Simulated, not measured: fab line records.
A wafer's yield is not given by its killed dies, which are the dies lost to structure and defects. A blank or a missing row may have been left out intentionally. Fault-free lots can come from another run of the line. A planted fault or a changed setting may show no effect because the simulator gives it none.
A lot that was struck, set against a sound lot    flow rit-cmos    16 steps out of a route of 202
Sound: these wafers, L812.1, L812.5, L812.6. Struck: wafers L823.1, L823.4, L823.5. Last of all comes the cause.
Each step with rows lists, per side, the tool, then ch with its chambers, then its first start. Under that, the readings that differ: sound wafers    struck wafers    difference of the means    sigmas: that difference in standard deviations of wafers without a fault.
alike: same words and numbers on both sides, and readings whose means sit less than 2 such deviations apart. not compared: any withheld reading, any reading some wafer has no value for, any bound like >300 that may hide the same value, and any number with overlapping values for which the record gives no deviation.
The two part at a step that has a row with sigmas, a row that says differs or no value, or rows on one side only. Numbers that have no deviation but don't overlap get no sigmas and don't part them. A reading missing from all wafers of one side parts the sides only when that side holds two or more wafers.

first, 2 steps without rows for these wafers: RIT_NRETRO_HARDBAKE_07 (time 120 s); RIT_NRETRO_IMPLANT_08.
RIT_NRETRO_STRIP_09: strips in O2, time 180 s.
  sound on plasma-asher-02 ch 0,1, day 2 10:34; struck on plasma-asher-02 ch 0,1, day 4 18:21
  alike: drypump-motor-current-A
  not compared: rf-hours-counter-h
RIT_NRETRO_TW_MEAS_10:
  sound on film-metro-02 at day 2 10:44; struck on film-metro-02 at day 4 18:32
  alike: NRETRO_TW
then, 6 steps without rows for these wafers: RIT_PRETRO_HMDS_00 (prime time 60 s); RIT_PRETRO_COAT_01 (resist thk 1300 nm); RIT_PRETRO_SOFTBAKE_02 (time 60 s); RIT_PRETRO_EXPOSE_03 (exposes mask M5, target cd 43700 nm); RIT_PRETRO_PEB_04; RIT_PRETRO_DEVELOP_05 (develop time 68 s).
RIT_PRETRO_OVL_MEAS_06:
  sound on overlay-02 at day 2 11:48; struck on overlay-02 at day 4 19:35
  alike: PRETRO_OVL
then, 1 step without rows for these wafers: RIT_PRETRO_HARDBAKE_07 (time 120 s).
RIT_PRETRO_IMPLANT_08:
  sound on implanter-02 ch 0, day 2 12:05; struck on implanter-03 ch 0, day 4 19:53
reading             sound                             struck                         difference  sigmas
dose-ions-cm2       1.2011e+13 1.2021e+13 1.1997e+13  6.612e+12 6.597e+12 6.601e+12  -5.406e+12  -99 or more
faraday-current-uA  38.5 37.4 37.3                    20.5 21.4 20.8                 -16.8       -24
  alike: beam-on-s, tilt-deg
RIT_PRETRO_STRIP_09: strips in O2, time 180 s.
  sound on plasma-asher-02 ch 0,1, day 2 12:14; struck on plasma-asher-03 ch 0,1, day 4 20:02
  alike: drypump-motor-current-A
  not compared: rf-hours-counter-h
RIT_PRETRO_TW_MEAS_10:
  sound on film-metro-02 at day 2 12:25; struck on film-metro-04 at day 4 20:26
reading    sound        struck       difference  sigmas
PRETRO_TW  475 477 477  391 393 393  -84         -25
  not compared: hold
RIT_M1_PROBE_99:
  sound on prober-01 at day 3 14:16; struck on prober-02 at day 6 07:13
  alike: killed_at_M0_to_M3, killed-at-front-end, killed-dies, killed-open, killed-short

== WHERE THEY PART ==
Last at RIT_PRETRO_TW_MEAS_10 as far as this record goes, first at RIT_PRETRO_IMPLANT_08. Later steps at which nothing parts them and some readings are alike: RIT_M1_PROBE_99.

WHY: the cause the simulator had injected
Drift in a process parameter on implanter-03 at RIT_PRETRO_IMPLANT_08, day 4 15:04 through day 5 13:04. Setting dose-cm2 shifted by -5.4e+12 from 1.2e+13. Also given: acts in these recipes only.
